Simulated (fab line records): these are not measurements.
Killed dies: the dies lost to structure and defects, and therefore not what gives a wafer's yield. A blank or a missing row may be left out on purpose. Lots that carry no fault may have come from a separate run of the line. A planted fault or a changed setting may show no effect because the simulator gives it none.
Chamber matching :: flow berkeley-cmos170 :: wet-bench-03 running UCB170_GATE_WET_ETCH_00: 4 sister chambers
The step etches SiO2 in dHF, time 200 s. 4 wafers are shown with their chamber, then 8 later ones without.

== EACH WAFER AND ITS CHAMBER ==
wafer: L650.6
chamber: 0
run-length-s (s): 226

wafer: L656.6
chamber: 2
run-length-s (s): 233

wafer: L661.5
chamber: 3
run-length-s (s): 226

wafer: L660.3
chamber: 1
run-length-s (s): 224

== WAFERS WITH NO CHAMBER GIVEN ==
wafer: L660.5
run-length-s (s): 224

wafer: L660.6
run-length-s (s): 224

wafer: L664.2
run-length-s (s): 227

wafer: L664.4
run-length-s (s): 227

wafer: L664.5
run-length-s (s): 227

wafer: L669.2
run-length-s (s): 225

wafer: L669.3
run-length-s (s): 225

wafer: L669.6
run-length-s (s): 225

== WHICH CHAMBER EACH WENT THROUGH ==
wafer: L660.5
from the rows above: 1
in truth: 1

wafer: L660.6
from the rows above: 1
in truth: 1

wafer: L664.2
from the rows above: can't be placed: 0 or 3
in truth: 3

wafer: L664.4
from the rows above: can't be placed: 0 or 3
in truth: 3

wafer: L664.5
from the rows above: can't be placed: 0 or 3
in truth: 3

wafer: L669.2
from the rows above: can't be placed: 0 or 1 or 3
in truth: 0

wafer: L669.3
from the rows above: can't be placed: 0 or 1 or 3
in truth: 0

wafer: L669.6
from the rows above: can't be placed: 0 or 1 or 3
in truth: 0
Placed correctly: 2 of 8. Cannot be placed on the basis of these rows: 6; the candidates contain the true chamber in 6. Wrongly placed: 0.
How it was worked out, from the rows above alone: a wafer's distance from a chamber is the root of the sum, over the readings, of the square of ((its reading less the chamber's mean) divided by the reading's scatter). If the next closest chamber is less than 2 further off than the closest, the wafer can't be placed; otherwise it belongs to the closest. For every chamber, the mean is computed from those of its wafers that are shown. The scatter: root of mean squared gap, hidden wafer to nearest shown wafer, with one shown wafer a chamber.
